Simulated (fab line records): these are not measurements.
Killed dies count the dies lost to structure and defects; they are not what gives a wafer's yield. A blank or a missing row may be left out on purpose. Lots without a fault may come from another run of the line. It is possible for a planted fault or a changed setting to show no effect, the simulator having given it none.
fab line records + flow berkeley-cmos170
record
- lots=14
- wafers=42
- last-day=12
route steps=331 shown M2@290 V2@295 M3@310
lots that met no fault: from a run of the same line without faults
start-h: hours from the record's first day to the start of the lot's first wafer shown + wait-h: how many hours have passed since the lot's step before this one + " unchanged from the row above + L1.1+2: one row covering several wafers at once + - either no value or no given start + * or withheld: withheld + < > ~ a bound
route shown NAME@n: NAME is a module with steps in the file, n the number in the route of the first one + usual: the fault-free wafers' mean and standard deviation + same: alike in all rows + chamber/n: place in a boat + sites: per-site readings + _std_site: how widely they spread, as a standard deviation + _edge_site: outer sites' mean less inner sites' + radius-mm: how far each site lies from the wafer's centre + mask NAME#n: copy n + behind: the tool/chamber that last shaped the wafer + hold: why the lot was held/for how many hours/how that ended + device: whichever transistor did not switch (one of n, p or np) + end of line: tests of these same wafers at the route's end + a step without rows: its recipe alone + killed: count of dies lost to structure and defects at first sort (not the wafer's yield) + map: per-die view of a wafer (x killed, . not killed, _ where there is no die)
set.NAME: the setting the step ran with; set.NAME@STEP: the setting that earlier step ran with + model.NAME: the simulator's own value behind a step, which no gauge read
steps of the route over a sample of lots; a table a step, a row a wafer
services: the hour from which a tool's chamber was out of use, counted from the record's first day as start-h (under 0 if before that day), plus the number of hours and why
## steps
# step UCB170_M2_STRIP_19
# recipe
- chemistry=O2
- power-w=400
- pressure-mtorr=3500
- platen-temp-c=withheld
- o2-flow-sccm=400
- overash-fraction=0.5
# usual
- drypump-motor-current-A=5.4/0.45
- oes-product-au=0.542/0.018
| lot.wafer | tool            | chamber | start-h | wait-h | drypump-motor-current-A | oes-product-au | rf-hours-counter-h |
|-----------|-----------------|---------|---------|--------|-------------------------|----------------|--------------------|
| L684.1    | plasma-asher-03 | 1       | 166.12  | 0.1    | 4.8                     | 0.539          | 44                 |
| L684.2    | "               | 0       | "       | "      | 5.1                     | 0.568          | 44                 |
| L684.3    | "               | 1       | "       | "      | 4.8                     | 0.568          | -                  |
| L685.2    | plasma-asher-04 | 1       | 176.84  | 0.1    | 5.8                     | 0.567          | 38                 |
| L685.5    | "               | 1       | "       | "      | 5.8                     | 0.557          | -                  |
| L685.6    | "               | 0       | "       | "      | 5.6                     | 0.533          | -                  |
| L688.3    | plasma-asher-04 | 0       | 177.20  | 0.1    | 5.7                     | 0.528          | -                  |
| L688.4    | "               | 1       | "       | "      | 5.8                     | 0.569          | -                  |
| L688.6    | "               | 1       | "       | "      | 5.8                     | 0.565          | -                  |
| L689.1    | plasma-asher-03 | 1       | 177.44  | 0.1    | 4.8                     | 0.529          | 46                 |
| L689.4    | "               | 0       | "       | "      | 5.1                     | 0.568          | -                  |
| L689.5    | "               | 0       | "       | "      | 5.1                     | 0.537          | -                  |
| L690.2    | plasma-asher-01 | 1       | 195.36  | 0.1    | 6.0                     | 0.539          | 9                  |
| L690.3    | "               | 1       | "       | "      | 6.0                     | 0.531          | -                  |
| L690.6    | "               | 1       | "       | "      | 6.0                     | 0.520          | -                  |
| L691.1    | plasma-asher-03 | 1       | 201.98  | 0.1    | 4.8                     | 0.541          | 49                 |
| L691.2    | "               | 0       | "       | "      | 5.1                     | 0.519          | 49                 |
| L691.4    | "               | 0       | "       | "      | 5.1                     | 0.523          | -                  |
| L692.2    | plasma-asher-04 | 1       | 202.05  | 0.2    | 5.8                     | 0.559          | 41                 |
| L692.3    | "               | 0       | "       | "      | 5.7                     | 0.566          | -                  |
| L692.6    | "               | 1       | "       | "      | 5.7                     | 0.557          | -                  |
| L697.1    | plasma-asher-03 | 1       | 220.33  | 0.1    | 4.8                     | 0.519          | 50                 |
| L697.2    | "               | 0       | "       | "      | 5.1                     | 0.548          | 50                 |
| L697.6    | "               | 0       | "       | "      | 5.1                     | 0.544          | -                  |
| L696.1    | plasma-asher-03 | 0       | 230.27  | 0.1    | 5.1                     | 0.520          | 51                 |
| L696.3    | "               | 1       | "       | "      | 4.8                     | 0.547          | -                  |
| L696.6    | "               | 0       | "       | "      | 5.1                     | 0.544          | -                  |
| L693.1    | plasma-asher-04 | 1       | 233.90  | 0.1    | 5.8                     | 0.548          | 44                 |
| L693.4    | "               | 1       | "       | "      | 5.8                     | 0.536          | -                  |
| L693.6    | "               | 1       | "       | "      | 5.8                     | 0.543          | -                  |
| L700.3    | plasma-asher-03 | 1       | 246.06  | 0.1    | 4.8                     | 0.542          | -                  |
| L700.5    | "               | 0       | "       | "      | 5.0                     | 0.528          | -                  |
| L700.6    | "               | 1       | "       | "      | 4.7                     | 0.538          | -                  |
| L701.2    | plasma-asher-04 | 1       | 251.17  | 0.1    | 5.8                     | 0.539          | 47                 |
| L701.4    | "               | 1       | "       | "      | 5.8                     | 0.537          | -                  |
| L701.6    | "               | 0       | "       | "      | 5.6                     | 0.568          | -                  |
| L706.1    | plasma-asher-01 | 0       | 272.31  | 0.1    | 5.9                     | 0.561          | 19                 |
| L706.4    | "               | 0       | "       | "      | 5.9                     | 0.523          | -                  |
| L706.5    | "               | 0       | "       | "      | 5.9                     | 0.552          | -                  |
| L704.3    | plasma-asher-01 | 1       | 276.34  | 0.1    | 6.0                     | 0.545          | -                  |
| L704.4    | "               | 0       | "       | "      | 5.9                     | 0.560          | -                  |
| L704.5    | "               | 0       | "       | "      | 5.9                     | 0.545          | -                  |
# step UCB170_M2_CD_MEAS_90
# recipe
- target-cd-nm=700
# usual
- cd-nm=701/3.1
| lot.wafer | tool      | chamber | start-h | wait-h | cd-nm |
|-----------|-----------|---------|---------|--------|-------|
| L684.1    | cd-sem-02 | -       | 166.22  | 0.1    | 702   |
| L684.2    | "         | -       | "       | "      | 706   |
| L684.3    | "         | -       | "       | "      | 707   |
| L685.2    | cd-sem-01 | -       | 176.96  | 0.1    | 705   |
| L685.5    | "         | -       | "       | "      | 707   |
| L685.6    | "         | -       | "       | "      | 701   |
| L688.3    | cd-sem-01 | -       | 177.31  | 0.1    | 702   |
| L688.4    | "         | -       | "       | "      | 705   |
| L688.6    | "         | -       | "       | "      | 706   |
| L689.1    | cd-sem-01 | -       | 177.54  | 0.1    | 700   |
| L689.4    | "         | -       | "       | "      | 705   |
| L689.5    | "         | -       | "       | "      | 700   |
| L690.2    | cd-sem-02 | -       | 195.48  | 0.1    | 699   |
| L690.3    | "         | -       | "       | "      | 700   |
| L690.6    | "         | -       | "       | "      | 700   |
| L691.1    | cd-sem-02 | -       | 202.08  | 0.1    | 701   |
| L691.2    | "         | -       | "       | "      | 699   |
| L691.4    | "         | -       | "       | "      | 699   |
| L692.2    | cd-sem-01 | -       | 202.17  | 0.1    | 704   |
| L692.3    | "         | -       | "       | "      | 704   |
| L692.6    | "         | -       | "       | "      | 703   |
| L697.1    | cd-sem-02 | -       | 220.43  | 0.1    | 698   |
| L697.2    | "         | -       | "       | "      | 703   |
| L697.6    | "         | -       | "       | "      | 702   |
| L696.1    | cd-sem-01 | -       | 230.37  | 0.1    | 696   |
| L696.3    | "         | -       | "       | "      | 703   |
| L696.6    | "         | -       | "       | "      | 702   |
| L693.1    | cd-sem-02 | -       | 234.00  | 0.1    | 702   |
| L693.4    | "         | -       | "       | "      | 703   |
| L693.6    | "         | -       | "       | "      | 706   |
| L700.3    | cd-sem-01 | -       | 246.16  | 0.1    | 702   |
| L700.5    | "         | -       | "       | "      | 694   |
| L700.6    | "         | -       | "       | "      | 704   |
| L701.2    | cd-sem-02 | -       | 251.29  | 0.1    | 700   |
| L701.4    | "         | -       | "       | "      | 697   |
| L701.6    | "         | -       | "       | "      | 703   |
| L706.1    | cd-sem-01 | -       | 272.41  | 0.1    | 702   |
| L706.4    | "         | -       | "       | "      | 703   |
| L706.5    | "         | -       | "       | "      | 705   |
| L704.3    | cd-sem-02 | -       | 276.45  | 0.1    | 702   |
| L704.4    | "         | -       | "       | "      | 704   |
| L704.5    | "         | -       | "       | "      | 703   |
# step UCB170_V2_BOW_MEAS_03
# recipe
- mode=bow
# usual
- V2_BOW=37/7.1
| lot.wafer | tool          | chamber | start-h | wait-h | V2_BOW[um] |
|-----------|---------------|---------|---------|--------|------------|
| L684.1    | film-metro-03 | -       | 166.86  | 0.2    | 37         |
| L684.2    | "             | -       | "       | "      | 28         |
| L684.3    | "             | -       | "       | "      | 39         |
| L685.2    | film-metro-02 | -       | 177.59  | 0.2    | 46         |
| L685.5    | "             | -       | "       | "      | 49         |
| L685.6    | "             | -       | "       | "      | 47         |
| L688.3    | film-metro-03 | -       | 177.94  | 0.2    | 41         |
| L688.4    | "             | -       | "       | "      | 55         |
| L688.6    | "             | -       | "       | "      | 36         |
| L689.1    | film-metro-04 | -       | 178.18  | 0.1    | 48         |
| L689.4    | "             | -       | "       | "      | 34         |
| L689.5    | "             | -       | "       | "      | 30         |
| L690.2    | film-metro-03 | -       | 196.11  | 0.2    | 31         |
| L690.3    | "             | -       | "       | "      | 26         |
| L690.6    | "             | -       | "       | "      | 35         |
| L691.1    | film-metro-04 | -       | 202.72  | 0.2    | 45         |
| L691.2    | "             | -       | "       | "      | 35         |
| L691.4    | "             | -       | "       | "      | 41         |
| L692.2    | film-metro-02 | -       | 202.89  | 0.1    | 42         |
| L692.3    | "             | -       | "       | "      | 37         |
| L692.6    | "             | -       | "       | "      | 41         |
| L697.1    | film-metro-03 | -       | 221.06  | 0.2    | 28         |
| L697.2    | "             | -       | "       | "      | 39         |
| L697.6    | "             | -       | "       | "      | 29         |
| L696.1    | film-metro-03 | -       | 231.01  | 0.1    | 35         |
| L696.3    | "             | -       | "       | "      | 30         |
| L696.6    | "             | -       | "       | "      | 47         |
| L693.1    | film-metro-03 | -       | 234.64  | 0.2    | 33         |
| L693.4    | "             | -       | "       | "      | 29         |
| L693.6    | "             | -       | "       | "      | 33         |
| L700.3    | film-metro-02 | -       | 246.80  | 0.1    | 39         |
| L700.5    | "             | -       | "       | "      | 38         |
| L700.6    | "             | -       | "       | "      | 43         |
| L701.2    | film-metro-02 | -       | 251.93  | 0.3    | 39         |
| L701.4    | "             | -       | "       | "      | 24         |
| L701.6    | "             | -       | "       | "      | 44         |
| L706.1    | film-metro-04 | -       | 273.05  | 0.1    | 37         |
| L706.4    | "             | -       | "       | "      | 25         |
| L706.5    | "             | -       | "       | "      | 27         |
| L704.3    | film-metro-02 | -       | 277.11  | 0.2    | 32         |
| L704.4    | "             | -       | "       | "      | 24         |
| L704.5    | "             | -       | "       | "      | 41         |
# step UCB170_M3_SPUTTER_01
# recipe
- material=Al
- target-thk-nm=900
- time-s=120
- power-w=6000
- chamber-pressure-pa=0.5
# usual
- throttle-valve-pct=30.3/1
| lot.wafer | tool           | chamber | start-h | wait-h | throttle-valve-pct |
|-----------|----------------|---------|---------|--------|--------------------|
| L684.1    | pvd-sputter-02 | -       | 168.78  | 0.0    | 30.1               |
| L684.2    | "              | -       | "       | "      | 29.0               |
| L684.3    | "              | -       | "       | "      | 29.8               |
| L685.2    | pvd-sputter-02 | -       | 179.39  | 0.0    | 30.1               |
| L685.5    | "              | -       | "       | "      | 29.1               |
| L685.6    | "              | -       | "       | "      | 30.2               |
| L688.3    | pvd-sputter-04 | -       | 180.01  | 0.0    | 28.8               |
| L688.4    | "              | -       | "       | "      | 31.0               |
| L688.6    | "              | -       | "       | "      | 28.8               |
| L689.1    | pvd-sputter-02 | -       | 180.36  | 0.0    | 30.0               |
| L689.4    | "              | -       | "       | "      | 29.1               |
| L689.5    | "              | -       | "       | "      | 28.9               |
| L690.2    | pvd-sputter-01 | -       | 199.08  | 0.0    | 31.8               |
| L690.3    | "              | -       | "       | "      | 31.1               |
| L690.6    | "              | -       | "       | "      | 31.9               |
| L691.1    | pvd-sputter-02 | -       | 204.74  | 0.0    | 29.9               |
| L691.2    | "              | -       | "       | "      | 29.0               |
| L691.4    | "              | -       | "       | "      | 29.2               |
| L692.2    | pvd-sputter-01 | -       | 205.25  | 0.0    | 30.1               |
| L692.3    | "              | -       | "       | "      | 30.7               |
| L692.6    | "              | -       | "       | "      | 32.1               |
| L697.1    | pvd-sputter-04 | -       | 223.01  | 0.0    | 30.1               |
| L697.2    | "              | -       | "       | "      | 29.9               |
| L697.6    | "              | -       | "       | "      | 28.8               |
| L697.1    | pvd-sputter-04 | -       | 223.26  | 0.2    | 30.4               |
| L697.2    | "              | -       | "       | "      | 29.9               |
| L697.6    | "              | -       | "       | "      | 28.5               |
| L696.1    | pvd-sputter-01 | -       | 233.55  | 0.0    | 31.0               |
| L696.3    | "              | -       | "       | "      | 31.6               |
| L696.6    | "              | -       | "       | "      | 31.5               |
| L696.1    | pvd-sputter-01 | -       | 233.80  | 0.2    | 30.8               |
| L696.3    | "              | -       | "       | "      | 31.6               |
| L696.6    | "              | -       | "       | "      | 31.2               |
| L693.1    | pvd-sputter-04 | -       | 240.29  | 0.0    | 30.0               |
| L693.4    | "              | -       | "       | "      | 31.1               |
| L693.6    | "              | -       | "       | "      | 31.4               |
| L700.3    | pvd-sputter-01 | -       | 249.16  | 0.0    | 31.7               |
| L700.5    | "              | -       | "       | "      | 30.1               |
| L700.6    | "              | -       | "       | "      | 31.5               |
| L701.2    | pvd-sputter-04 | -       | 254.06  | 0.0    | 31.5               |
| L701.4    | "              | -       | "       | "      | 28.8               |
| L701.6    | "              | -       | "       | "      | 30.2               |
| L706.1    | pvd-sputter-02 | -       | 275.65  | 0.0    | 29.3               |
| L706.4    | "              | -       | "       | "      | 29.8               |
| L706.5    | "              | -       | "       | "      | 29.2               |
| L704.3    | pvd-sputter-02 | -       | 279.42  | 0.0    | 29.6               |
| L704.4    | "              | -       | "       | "      | 30.0               |
| L704.5    | "              | -       | "       | "      | 29.8               |
# step UCB170_M3_RS_MEAS_02
# recipe
- thk-meas-gauge=four-point-probe
- reads=Al_of_M3_SPUTTER_01
# usual
- M3_AL_RS=0.0323/0.00036
| lot.wafer | tool          | chamber | start-h | wait-h | M3_AL_RS[ohm/sq] |
|-----------|---------------|---------|---------|--------|------------------|
| L684.1    | film-metro-01 | -       | 168.86  | 0.0    | 0.0317           |
| L684.2    | "             | -       | "       | "      | 0.0312           |
| L684.3    | "             | -       | "       | "      | 0.0317           |
| L685.2    | film-metro-03 | -       | 179.51  | 0.1    | 0.0320           |
| L685.5    | "             | -       | "       | "      | 0.0321           |
| L685.6    | "             | -       | "       | "      | 0.0322           |
| L688.3    | film-metro-02 | -       | 180.13  | 0.1    | 0.0326           |
| L688.4    | "             | -       | "       | "      | 0.0326           |
| L688.6    | "             | -       | "       | "      | 0.0326           |
| L689.1    | film-metro-03 | -       | 180.44  | 0.0    | 0.0324           |
| L689.4    | "             | -       | "       | "      | 0.0321           |
| L689.5    | "             | -       | "       | "      | 0.0326           |
| L690.2    | film-metro-01 | -       | 199.19  | 0.1    | 0.0329           |
| L690.3    | "             | -       | "       | "      | 0.0325           |
| L690.6    | "             | -       | "       | "      | 0.0333           |
| L691.1    | film-metro-01 | -       | 204.82  | 0.0    | 0.0325           |
| L691.2    | "             | -       | "       | "      | 0.0324           |
| L691.4    | "             | -       | "       | "      | 0.0319           |
| L692.2    | film-metro-03 | -       | 205.36  | 0.1    | 0.0322           |
| L692.3    | "             | -       | "       | "      | 0.0316           |
| L692.6    | "             | -       | "       | "      | 0.0323           |
| L697.1    | film-metro-03 | -       | 223.34  | 0.0    | 0.0160           |
| L697.2    | "             | -       | "       | "      | 0.0161           |
| L697.6    | "             | -       | "       | "      | 0.0161           |
| L696.1    | film-metro-03 | -       | 233.88  | 0.0    | 0.0158           |
| L696.3    | "             | -       | "       | "      | 0.0161           |
| L696.6    | "             | -       | "       | "      | 0.0160           |
| L693.1    | film-metro-02 | -       | 240.37  | 0.0    | 0.0317           |
| L693.4    | "             | -       | "       | "      | 0.0325           |
| L693.6    | "             | -       | "       | "      | 0.0321           |
| L700.3    | film-metro-02 | -       | 249.29  | 0.1    | 0.0325           |
| L700.5    | "             | -       | "       | "      | 0.0325           |
| L700.6    | "             | -       | "       | "      | 0.0326           |
| L701.2    | film-metro-02 | -       | 254.17  | 0.1    | 0.0327           |
| L701.4    | "             | -       | "       | "      | 0.0326           |
| L701.6    | "             | -       | "       | "      | 0.0321           |
| L706.1    | film-metro-01 | -       | 275.73  | 0.0    | 0.0321           |
| L706.4    | "             | -       | "       | "      | 0.0322           |
| L706.5    | "             | -       | "       | "      | 0.0322           |
| L704.3    | film-metro-02 | -       | 279.54  | 0.1    | 0.0321           |
| L704.4    | "             | -       | "       | "      | 0.0320           |
| L704.5    | "             | -       | "       | "      | 0.0321           |
# step UCB170_M3_THK_MEAS_03
# recipe
- thk-meas-gauge=xrf
- reads=Al_of_M3_SPUTTER_01
# usual
- M3_AL_THK=896/11
| lot.wafer | tool          | chamber | start-h | wait-h | M3_AL_THK[nm] |
|-----------|---------------|---------|---------|--------|---------------|
| L684.1    | film-metro-01 | -       | 168.98  | 0.1    | 912           |
| L684.2    | "             | -       | "       | "      | 931           |
| L684.3    | "             | -       | "       | "      | 916           |
| L685.2    | film-metro-03 | -       | 179.62  | 0.1    | 895           |
| L685.5    | "             | -       | "       | "      | 904           |
| L685.6    | "             | -       | "       | "      | 897           |
| L688.3    | film-metro-02 | -       | 180.23  | 0.1    | 885           |
| L688.4    | "             | -       | "       | "      | 888           |
| L688.6    | "             | -       | "       | "      | 887           |
| L689.1    | film-metro-03 | -       | 180.56  | 0.1    | 894           |
| L689.4    | "             | -       | "       | "      | 902           |
| L689.5    | "             | -       | "       | "      | 887           |
| L690.2    | film-metro-01 | -       | 199.30  | 0.1    | 880           |
| L690.3    | "             | -       | "       | "      | 890           |
| L690.6    | "             | -       | "       | "      | 867           |
| L691.1    | film-metro-01 | -       | 204.94  | 0.1    | 895           |
| L691.2    | "             | -       | "       | "      | 891           |
| L691.4    | "             | -       | "       | "      | 910           |
| L692.2    | film-metro-03 | -       | 205.47  | 0.1    | 897           |
| L692.3    | "             | -       | "       | "      | 914           |
| L692.6    | "             | -       | "       | "      | 899           |
| L697.1    | film-metro-03 | -       | 223.46  | 0.1    | 1795          |
| L697.2    | "             | -       | "       | "      | 1776          |
| L697.6    | "             | -       | "       | "      | 1780          |
| L696.1    | film-metro-03 | -       | 234.00  | 0.1    | 1817          |
| L696.3    | "             | -       | "       | "      | 1784          |
| L696.6    | "             | -       | "       | "      | 1786          |
| L693.1    | film-metro-02 | -       | 240.49  | 0.1    | 912           |
| L693.4    | "             | -       | "       | "      | 886           |
| L693.6    | "             | -       | "       | "      | 891           |
| L700.3    | film-metro-02 | -       | 249.39  | 0.1    | 884           |
| L700.5    | "             | -       | "       | "      | 884           |
| L700.6    | "             | -       | "       | "      | 880           |
| L701.2    | film-metro-02 | -       | 254.28  | 0.1    | 880           |
| L701.4    | "             | -       | "       | "      | 881           |
| L701.6    | "             | -       | "       | "      | 902           |
| L706.1    | film-metro-01 | -       | 275.85  | 0.1    | 901           |
| L706.4    | "             | -       | "       | "      | 903           |
| L706.5    | "             | -       | "       | "      | 900           |
| L704.3    | film-metro-02 | -       | 279.64  | 0.1    | 897           |
| L704.4    | "             | -       | "       | "      | 902           |
| L704.5    | "             | -       | "       | "      | 897           |
# step UCB170_M3_METAL_ETCH_18
# recipe
- chemistry=Cl2/BCl3
- target=Al
- stop-on=SiO2
- pressure-mtorr=12
- target-depth-a=11700
- over-etch-frac=0.3
- time-s=198.8
- icp-w=600
- bias-w=120
- Cl2_flow_sccm=90
- bcl3-flow-sccm=45
# usual
- drypump-motor-current-A=5.7/0.34
- oes-product-au=0.849/0.015
- throttle-valve-pct=24.35/0.22
| lot.wafer | tool         | chamber | start-h | wait-h | drypump-motor-current-A | oes-product-au | rf-hours-counter-h | throttle-valve-pct |
|-----------|--------------|---------|---------|--------|-------------------------|----------------|--------------------|--------------------|
| L684.1    | rie-metal-02 | 0       | 170.98  | -      | 6.0                     | 0.843          | 20                 | 24.10              |
| L684.2    | "            | 1       | "       | "      | 5.4                     | 0.865          | 8                  | 24.68              |
| L684.3    | "            | 0       | "       | "      | 6.1                     | 0.847          | -                  | 24.12              |
| L685.2    | rie-metal-03 | 1       | 181.73  | -      | 6.0                     | 0.841          | 10                 | 24.30              |
| L685.5    | "            | 1       | "       | "      | 6.0                     | 0.834          | -                  | 24.32              |
| L685.6    | "            | 0       | "       | "      | 5.7                     | 0.852          | -                  | 24.00              |
| L688.3    | rie-metal-04 | 0       | 182.52  | -      | 5.3                     | 0.872          | -                  | 24.41              |
| L688.4    | "            | 1       | "       | "      | 5.2                     | 0.848          | -                  | 24.49              |
| L688.6    | "            | 1       | "       | "      | 5.2                     | 0.838          | -                  | 24.49              |
| L689.1    | rie-metal-03 | 0       | 182.97  | -      | 5.7                     | 0.856          | 5                  | 23.99              |
| L689.4    | "            | 1       | "       | "      | 6.0                     | 0.833          | -                  | 24.30              |
| L689.5    | "            | 0       | "       | "      | 5.7                     | 0.854          | -                  | 24.00              |
| L690.2    | rie-metal-03 | 1       | 202.01  | -      | 6.0                     | 0.829          | 11                 | 24.30              |
| L690.3    | "            | 0       | "       | "      | 5.7                     | 0.861          | -                  | 23.98              |
| L690.6    | "            | 0       | "       | "      | 5.7                     | 0.847          | -                  | 24.02              |
| L691.1    | rie-metal-04 | 0       | 207.49  | -      | 5.3                     | 0.874          | 10                 | 24.41              |
| L691.2    | "            | 1       | "       | "      | 5.3                     | 0.852          | 14                 | 24.48              |
| L691.4    | "            | 0       | "       | "      | 5.3                     | 0.883          | -                  | 24.41              |
| L692.2    | rie-metal-02 | 1       | 208.42  | -      | 5.4                     | 0.842          | 10                 | 24.70              |
| L692.3    | "            | 1       | "       | "      | 5.4                     | 0.852          | -                  | 24.69              |
| L692.6    | "            | 1       | "       | "      | 5.4                     | 0.839          | -                  | 24.68              |
| L697.1    | rie-metal-02 | 1       | 225.60  | -      | 5.4                     | 0.985          | 10                 | 24.61              |
| L697.2    | "            | 0       | "       | "      | 6.1                     | 0.991          | 0                  | 24.20              |
| L697.6    | "            | 0       | "       | "      | 6.1                     | 0.988          | -                  | 24.23              |
| L696.1    | rie-metal-03 | 0       | 239.09  | -      | 5.7                     | 1.003          | 7                  | 23.90              |
| L696.3    | "            | 0       | "       | "      | 5.7                     | 1.003          | -                  | 23.92              |
| L696.6    | "            | 0       | "       | "      | 5.7                     | 0.997          | -                  | 23.94              |
| L693.1    | rie-metal-02 | 1       | 244.14  | -      | 5.4                     | 0.845          | 10                 | 24.66              |
| L693.4    | "            | 1       | "       | "      | 5.4                     | 0.830          | -                  | 24.69              |
| L693.6    | "            | 1       | "       | "      | 5.4                     | 0.840          | -                  | 24.69              |
| L700.3    | rie-metal-04 | 1       | 251.73  | -      | 5.2                     | 0.849          | -                  | 24.48              |
| L700.5    | "            | 0       | "       | "      | 5.3                     | 0.867          | -                  | 24.41              |
| L700.6    | "            | 1       | "       | "      | 5.2                     | 0.855          | -                  | 24.48              |
| L701.2    | rie-metal-03 | 0       | 256.22  | -      | 5.7                     | 0.849          | 7                  | 24.00              |
| L701.4    | "            | 0       | "       | "      | 5.7                     | 0.850          | -                  | 24.01              |
| L701.6    | "            | 0       | "       | "      | 5.8                     | 0.852          | -                  | 24.00              |
| L706.1    | rie-metal-03 | 0       | 278.35  | -      | 5.7                     | 0.865          | 8                  | 23.98              |
| L706.4    | "            | 0       | "       | "      | 5.7                     | 0.861          | -                  | 24.01              |
| L706.5    | "            | 1       | "       | "      | 6.0                     | 0.838          | -                  | 24.28              |
| L704.3    | rie-metal-04 | 0       | 282.39  | -      | 5.3                     | 0.882          | -                  | 24.41              |
| L704.4    | "            | 1       | "       | "      | 5.2                     | 0.849          | -                  | 24.48              |
| L704.5    | "            | 1       | "       | "      | 5.3                     | 0.854          | -                  | 24.49              |
## services
| tool            | chamber | start-h | hours | kind           |
|-----------------|---------|---------|-------|----------------|
| plasma-asher-03 | -       | 143.63  | 2.7   | repair         |
| rie-metal-03    | -       | 147.10  | 0.5   | repair         |
| rie-metal-03    | 0       | 163.39  | 2.5   | repair         |
| rie-metal-03    | -       | 175.30  | 2.7   | repair         |
| plasma-asher-01 | -       | 181.24  | 4.2   | repair         |
| rie-metal-02    | 0       | 190.24  | -     | clean          |
| rie-metal-02    | 0       | 190.24  | 18.0  | scheduled-down |
| rie-metal-02    | 0       | 190.24  | 18.0  | vent-cycle     |
| plasma-asher-03 | -       | 193.10  | 0.9   | repair         |
| plasma-asher-01 | -       | 214.13  | 1.8   | repair         |
| rie-metal-02    | -       | 254.19  | 2.8   | pm             |
## key
first-sign
- step=UCB170_M3_SPUTTER_01
- reading=visit
- direction=added
effect
- step=UCB170_M3_RS_MEAS_02
- reading=M3_AL_RS
- direction=down
- sigmas=44
- usual=0.0323
- struck=0.0160
effect
- step=UCB170_M3_THK_MEAS_03
- reading=M3_AL_THK
- direction=up
- sigmas=84
- usual=896
- struck=1790
effect
- step=UCB170_M3_METAL_ETCH_18
- reading=oes-product-au
- direction=up
- sigmas=9.6
- usual=0.849
- struck=0.994
met-at UCB170_M3_SPUTTER_01
struck-lots L696,L697
later-rows-left-out L696.1,L696.3,L696.6,L697.1,L697.2,L697.6
sort-left-out L696.1,L696.3,L696.6,L697.1,L697.2,L697.6
not-acting-at UCB170_M2_STRIP_19,UCB170_M2_CD_MEAS_90,UCB170_V2_BOW_MEAS_03
fault
- kind=repeated-step-whole
- tool=pvd-sputter-01,pvd-sputter-02,pvd-sputter-04
- chamber=-
- onset-h=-
- steps=UCB170_M3_SPUTTER_01
- times=1
- scope=struck-lots-only
# sort-left-out: the simulated sort isn't trusted on such a fault, so these wafers' sort isn't shown, and their yield isn't known
# later-rows-left-out: the simulator's readings of these wafers behind a module that went badly wrong aren't trusted and aren't shown, but for the sort
